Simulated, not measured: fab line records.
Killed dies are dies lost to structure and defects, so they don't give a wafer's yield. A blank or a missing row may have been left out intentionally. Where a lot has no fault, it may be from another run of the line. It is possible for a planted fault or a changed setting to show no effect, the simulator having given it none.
Which tool was responsible? :: flow ritCmos :: 42 wafers from 14 lots sampled at 5 of the route's 202 steps

## WHAT EACH GAUGE READ, for each wafer
RIT_ACTIVE_BOW_MEAS_00.
lot: L531
measured: day 1 10:01
on: filmMetro-04
INCOMING_BOW (um): 5 -8 4

lot: L532
measured: day 1 15:02
on: filmMetro-02
INCOMING_BOW (um): 2 -3 -12

lot: L533
measured: day 1 20:01
on: filmMetro-04
INCOMING_BOW (um): 3 -10 -11

lot: L534
measured: day 2 01:01
on: filmMetro-02
INCOMING_BOW (um): -12 -4 6

lot: L535
measured: day 2 06:00
on: filmMetro-03
INCOMING_BOW (um): -10 15 -7

lot: L536
measured: day 2 11:00
on: filmMetro-02
INCOMING_BOW (um): 6 1 -13

lot: L537
measured: day 2 16:01
on: filmMetro-04
INCOMING_BOW (um): 0 5 -4

lot: L538
measured: day 2 21:04
on: filmMetro-03
INCOMING_BOW (um): -6 4 -6

lot: L539
measured: day 3 02:01
on: filmMetro-02
INCOMING_BOW (um): 1 -7 14

lot: L540
measured: day 3 07:00
on: filmMetro-03
INCOMING_BOW (um): -1 2 -5

lot: L541
measured: day 3 12:00
on: filmMetro-02
INCOMING_BOW (um): 6 2 24

lot: L547
measured: day 4 18:02
on: filmMetro-03
INCOMING_BOW (um): -1 6 6

lot: L552
measured: day 5 19:00
on: filmMetro-04
INCOMING_BOW (um): -1 -5 7

lot: L553
measured: day 6 00:00
on: filmMetro-02
INCOMING_BOW (um): 0 6 -3

RIT_REOX_THK_MEAS_04.
lot: L531
measured: day 2 17:16
on: filmMetro-01
REOX_OXIDE_THK (nm): 25.9 25.9 26.0

lot: L532
measured: day 2 22:52
on: filmMetro-04
REOX_OXIDE_THK (nm): 25.3 25.2 25.5

lot: L533
measured: day 3 05:13
on: filmMetro-04
REOX_OXIDE_THK (nm): 25.1 25.3 24.7

lot: L534
measured: day 3 07:55
on: filmMetro-01
REOX_OXIDE_THK (nm): 24.3 24.6 24.4

lot: L535
measured: day 3 13:39
on: filmMetro-01
REOX_OXIDE_THK (nm): 25.6 25.3 25.6

lot: L536
measured: day 3 17:56
on: filmMetro-01
REOX_OXIDE_THK (nm): 25.9 25.4 26.0

lot: L537
measured: day 3 22:14
on: filmMetro-01
REOX_OXIDE_THK (nm): 25.1 25.0 25.1

lot: L538
measured: day 4 04:44
on: filmMetro-03
REOX_OXIDE_THK (nm): 25.2 25.3 25.3

lot: L539
measured: day 4 09:04
on: filmMetro-01
REOX_OXIDE_THK (nm): 25.3 25.5 25.3

lot: L540
measured: day 4 14:35
on: filmMetro-03
REOX_OXIDE_THK (nm): 24.0 24.5 24.3

lot: L541
measured: day 4 18:38
on: filmMetro-01
REOX_OXIDE_THK (nm): 24.8 24.3 24.2

lot: L547
measured: day 6 00:10
on: filmMetro-03
REOX_OXIDE_THK (nm): 24.8 24.8 24.6

lot: L552
measured: day 7 02:00
on: filmMetro-03
REOX_OXIDE_THK (nm): 17.0 16.2 16.7

lot: L553
measured: day 7 06:11
on: filmMetro-01
REOX_OXIDE_THK (nm): 16.2 16.5 16.5

RIT_SDANNEAL_RS_MEAS_04: uses a four-point probe to measure.
lot: L531
measured: day 3 02:52
on: filmMetro-02
PSD_RS (ohm/sq): 116.3 116.2 116.1

lot: L532
measured: day 3 07:53
on: filmMetro-02
PSD_RS (ohm/sq): 116.0 116.1 116.2

lot: L533
measured: day 3 14:30
on: filmMetro-02
PSD_RS (ohm/sq): 116.0 116.3 116.2

lot: L534
measured: day 3 18:10
on: filmMetro-04
PSD_RS (ohm/sq): 116.2 116.5 116.9

lot: L535
measured: day 3 23:01
on: filmMetro-04
PSD_RS (ohm/sq): 116.0 115.6 115.9

lot: L536
measured: day 4 02:59
on: filmMetro-03
PSD_RS (ohm/sq): 115.7 115.8 115.5

lot: L537
measured: day 4 07:32
on: filmMetro-03
PSD_RS (ohm/sq): 115.7 115.3 115.6

lot: L538
measured: day 4 13:41
on: filmMetro-04
PSD_RS (ohm/sq): 116.7 116.2 116.5

lot: L539
measured: day 4 18:17
on: filmMetro-04
PSD_RS (ohm/sq): 115.8 116.5 116.2

lot: L540
measured: day 4 23:44
on: filmMetro-04
PSD_RS (ohm/sq): 116.2 116.5 116.1

lot: L541
measured: day 5 03:33
on: filmMetro-02
PSD_RS (ohm/sq): 116.2 115.9 116.3

lot: L547
measured: day 6 09:07
on: filmMetro-04
PSD_RS (ohm/sq): 115.8 116.1 115.8

lot: L552
measured: day 7 11:00
on: filmMetro-03
PSD_RS (ohm/sq): 116.2 115.8 115.8

lot: L553
measured: day 7 15:07
on: filmMetro-04
PSD_RS (ohm/sq): 116.1 115.7 116.2

## TOOL THAT RAN EACH LOT (tool first, then ch and the chambers of the sampled wafers, then the start)
lot: L531
RIT_NWELL_STRIP_09: plasmaAsher-02 ch 0,1, day 1 22:38
RIT_REOX_OXIDATION_03: furnace-02 ch 0, day 2 14:43

lot: L532
RIT_NWELL_STRIP_09: plasmaAsher-04 ch 0,1, day 2 02:03
RIT_REOX_OXIDATION_03: furnace-01 ch 0, day 2 20:17

lot: L533
RIT_NWELL_STRIP_09: plasmaAsher-04 ch 0,1, day 2 07:51
RIT_REOX_OXIDATION_03: furnace-03 ch 0, day 3 02:39

lot: L534
RIT_NWELL_STRIP_09: plasmaAsher-02 ch 0,1, day 2 13:10
RIT_REOX_OXIDATION_03: furnace-03 ch 0, day 3 05:21

lot: L535
RIT_NWELL_STRIP_09: plasmaAsher-02 ch 0,1, day 2 18:16
RIT_REOX_OXIDATION_03: furnace-02 ch 0, day 3 11:06

lot: L536
RIT_NWELL_STRIP_09: plasmaAsher-02 ch 0,1, day 2 22:34
RIT_REOX_OXIDATION_03: furnace-02 ch 0, day 3 15:23

lot: L537
RIT_NWELL_STRIP_09: plasmaAsher-02 ch 0,1, day 3 02:58
RIT_REOX_OXIDATION_03: furnace-03 ch 0, day 3 19:40

lot: L538
RIT_NWELL_STRIP_09: plasmaAsher-02 ch 0,1, day 3 08:31
RIT_REOX_OXIDATION_03: furnace-01 ch 0, day 4 02:09

lot: L539
RIT_NWELL_STRIP_09: plasmaAsher-04 ch 0,1, day 3 12:56
RIT_REOX_OXIDATION_03: furnace-02 ch 0, day 4 06:30

lot: L540
RIT_NWELL_STRIP_09: plasmaAsher-01 ch 0,1, day 3 18:50
RIT_REOX_OXIDATION_03: furnace-03 ch 0, day 4 12:02

lot: L541
RIT_NWELL_STRIP_09: plasmaAsher-01 ch 0,1, day 3 22:49
RIT_REOX_OXIDATION_03: furnace-03 ch 0, day 4 16:05

lot: L547
RIT_NWELL_STRIP_09: plasmaAsher-04 ch 0,1, day 5 04:45
RIT_REOX_OXIDATION_03: furnace-01 ch 0, day 5 21:35

lot: L552
RIT_NWELL_STRIP_09: plasmaAsher-02 ch 0,1, day 6 05:47
RIT_REOX_OXIDATION_03: furnace-03 ch 0, day 6 23:27

lot: L553
RIT_NWELL_STRIP_09: plasmaAsher-04 ch 0,1, day 6 11:20
RIT_REOX_OXIDATION_03: furnace-03 ch 0, day 7 03:38
- RIT_NWELL_STRIP_09: strips in O2, time 180 s.
- RIT_REOX_OXIDATION_03: target thk 25.2 nm, ox time 5580 s.

## WHAT THE TOOLS THEMSELVES READ (means of the sampled wafers that have a number; where no wafer has one, the mark that the record gives instead)
RIT_NWELL_STRIP_09.
lot: L531
tool: plasmaAsher-02
chamberPressureMTorr (mTorr): 4001
drypumpMotorCurrentA (A): 5.4
rfReflPowerW (W): 8.0

lot: L532
tool: plasmaAsher-04
chamberPressureMTorr (mTorr): 4003
drypumpMotorCurrentA (A): 6.2
rfReflPowerW (W): 7.8

lot: L533
tool: plasmaAsher-04
chamberPressureMTorr (mTorr): 3999
drypumpMotorCurrentA (A): 6.2
rfReflPowerW (W): 7.8

lot: L534
tool: plasmaAsher-02
chamberPressureMTorr (mTorr): 3997
drypumpMotorCurrentA (A): 5.4
rfReflPowerW (W): 7.9

lot: L535
tool: plasmaAsher-02
chamberPressureMTorr (mTorr): 4000
drypumpMotorCurrentA (A): 5.4
rfReflPowerW (W): 8.1

lot: L536
tool: plasmaAsher-02
chamberPressureMTorr (mTorr): 3998
drypumpMotorCurrentA (A): 5.3
rfReflPowerW (W): 7.2

lot: L537
tool: plasmaAsher-02
chamberPressureMTorr (mTorr): 4001
drypumpMotorCurrentA (A): 5.4
rfReflPowerW (W): 8.0

lot: L538
tool: plasmaAsher-02
chamberPressureMTorr (mTorr): 3998
drypumpMotorCurrentA (A): 5.4
rfReflPowerW (W): 8.1

lot: L539
tool: plasmaAsher-04
chamberPressureMTorr (mTorr): 4003
drypumpMotorCurrentA (A): 6.2
rfReflPowerW (W): 7.6

lot: L540
tool: plasmaAsher-01
chamberPressureMTorr (mTorr): 3998
drypumpMotorCurrentA (A): 5.6
rfReflPowerW (W): 7.0

lot: L541
tool: plasmaAsher-01
chamberPressureMTorr (mTorr): 3999
drypumpMotorCurrentA (A): 5.9
rfReflPowerW (W): 7.0

lot: L547
tool: plasmaAsher-04
chamberPressureMTorr (mTorr): 4003
drypumpMotorCurrentA (A): 6.2
rfReflPowerW (W): 7.3

lot: L552
tool: plasmaAsher-02
chamberPressureMTorr (mTorr): 3998
drypumpMotorCurrentA (A): 5.3
rfReflPowerW (W): 7.1

lot: L553
tool: plasmaAsher-04
chamberPressureMTorr (mTorr): 4000
drypumpMotorCurrentA (A): 6.2
rfReflPowerW (W): 7.2

RIT_REOX_OXIDATION_03.
lot: L531
tool: furnace-02
spikeTcCentreC (C): 903.1
spikeTcLoadC (C): 924.7
spikeTcSourceC (C): 924.2
tubeCenterTempC (C): 899.96
tube_center_temp_C_max: 902.0
zonePowerCentrePct (%): 42.2
zonePowerSourcePct (%): 26.4

lot: L532
tool: furnace-01
spikeTcCentreC (C): 903.5
spikeTcLoadC (C): 921.4
spikeTcSourceC (C): 921.6
tubeCenterTempC (C): 899.94
tube_center_temp_C_max: 902.4
zonePowerCentrePct (%): 42.7
zonePowerSourcePct (%): 24.7

lot: L533
tool: furnace-03
spikeTcCentreC (C): 900.2
spikeTcLoadC (C): 926.3
spikeTcSourceC (C): 923.3
tubeCenterTempC (C): 900.04
tube_center_temp_C_max: 902.7
zonePowerCentrePct (%): 42.9
zonePowerSourcePct (%): 25.4

lot: L534
tool: furnace-03
spikeTcCentreC (C): 899.3
spikeTcLoadC (C): 924.9
spikeTcSourceC (C): 923.0
tubeCenterTempC (C): 900.04
tube_center_temp_C_max: 902.4
zonePowerCentrePct (%): 42.9
zonePowerSourcePct (%): 25.3

lot: L535
tool: furnace-02
spikeTcCentreC (C): 904.7
spikeTcLoadC (C): 923.6
spikeTcSourceC (C): 925.7
tubeCenterTempC (C): 900.04
tube_center_temp_C_max: 902.5
zonePowerCentrePct (%): 42.0
zonePowerSourcePct (%): 26.8

lot: L536
tool: furnace-02
spikeTcCentreC (C): 904.7
spikeTcLoadC (C): 923.1
spikeTcSourceC (C): 925.6
tubeCenterTempC (C): 899.95
tube_center_temp_C_max: 902.2
zonePowerCentrePct (%): 42.0
zonePowerSourcePct (%): 26.4

lot: L537
tool: furnace-03
spikeTcCentreC (C): 900.0
spikeTcLoadC (C): 926.4
spikeTcSourceC (C): 923.4
tubeCenterTempC (C): 900.05
tube_center_temp_C_max: 902.4
zonePowerCentrePct (%): 43.1
zonePowerSourcePct (%): 25.5

lot: L538
tool: furnace-01
spikeTcCentreC (C): 904.3
spikeTcLoadC (C): 921.0
spikeTcSourceC (C): 922.7
tubeCenterTempC (C): 900.01
tube_center_temp_C_max: 902.2
zonePowerCentrePct (%): 42.6
zonePowerSourcePct (%): 24.9

lot: L539
tool: furnace-02
spikeTcCentreC (C): 903.9
spikeTcLoadC (C): 922.7
spikeTcSourceC (C): 924.5
tubeCenterTempC (C): 899.95
tube_center_temp_C_max: 902.4
zonePowerCentrePct (%): 42.2
zonePowerSourcePct (%): 26.4

lot: L540
tool: furnace-03
spikeTcCentreC (C): 900.6
spikeTcLoadC (C): 925.4
spikeTcSourceC (C): 924.1
tubeCenterTempC (C): 899.96
tube_center_temp_C_max: 902.2
zonePowerCentrePct (%): 42.4
zonePowerSourcePct (%): 25.2

lot: L541
tool: furnace-03
spikeTcCentreC (C): 900.3
spikeTcLoadC (C): 927.0
spikeTcSourceC (C): 923.6
tubeCenterTempC (C): 899.97
tube_center_temp_C_max: 902.0
zonePowerCentrePct (%): 42.7
zonePowerSourcePct (%): 25.7

lot: L547
tool: furnace-01
spikeTcCentreC (C): 904.5
spikeTcLoadC (C): 920.9
spikeTcSourceC (C): 921.5
tubeCenterTempC (C): 899.92
tube_center_temp_C_max: 902.0
zonePowerCentrePct (%): 42.0
zonePowerSourcePct (%): 24.8

lot: L552
tool: furnace-03
spikeTcCentreC (C): 864.8
spikeTcLoadC (C): 889.2
spikeTcSourceC (C): 887.0
tubeCenterTempC (C): 864.17
tube_center_temp_C_max: 866.4
zonePowerCentrePct (%): 40.9
zonePowerSourcePct (%): 23.4

lot: L553
tool: furnace-03
spikeTcCentreC (C): 864.0
spikeTcLoadC (C): 890.4
spikeTcSourceC (C): 887.0
tubeCenterTempC (C): 864.25
tube_center_temp_C_max: 866.8
zonePowerCentrePct (%): 41.5
zonePowerSourcePct (%): 23.3

## THE ANSWER, worked out from the rows above alone
Rule: the usual values come from the lots themselves. Put in order of their means at a reading, lots are off if they are a third of the lots or fewer, leave a main group of 4 or more, and stand apart from it by a gap of 3 or more times the standard deviation of the main group's means; of several such gaps the widest counts. The tables above print the reading to a certain number of digits; a main group whose means all agree to those digits is not used. Also off: a lot with no number at a reading for which 4 or more lots have one. The other lots that the step has rows for count as sound. The gauges are gone through in route order, then the tools' own readings, and for those a lot's mean is taken as printed above. The first step at which some lot is off is used, and at that step the reading that is off furthest; a lot without a number counts as furthest.
Off: at RIT_REOX_THK_MEAS_04 (REOX_OXIDE_THK), L552, L553. For the main group the mean is 25.1 nm and the standard deviation 0.51.
A tool fits if, at a process step before that reading, it ran every lot that is off, and no sound lot after the first of them. The gauges at RIT_REOX_THK_MEAS_04 aren't tried: what is off there is off at RIT_REOX_OXIDATION_03 too, on other tools, and a gauge's error can't cause that. One candidate fits, namely furnace-03 at RIT_REOX_OXIDATION_03. Its last sound lot is L541 (day 4 16:05), its first lot that is off L552 (day 6 23:27): a fault that began between those two fits.
The tool's own readings at RIT_REOX_OXIDATION_03 bear it out: on the lots that are off they differ by more than 5 times the standard deviation of the sound lots' means. spikeTcCentreC reads 864.4 C there against 902.4 C on the sound lots; spikeTcLoadC reads 889.8 C there against 924.0 C on the sound lots; spikeTcSourceC reads 887.0 C there against 923.6 C on the sound lots; tubeCenterTempC reads 864.21 C there against 899.99 C on the sound lots; tube_center_temp_C_max reads 866.6 there against 902.3 on the sound lots.

## WHAT THE SIMULATOR HAD INSERTED
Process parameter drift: furnace-03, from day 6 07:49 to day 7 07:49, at RIT_REOX_OXIDATION_03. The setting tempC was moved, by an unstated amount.
Shown lots that were struck: L552, L553. The rule above found the same.
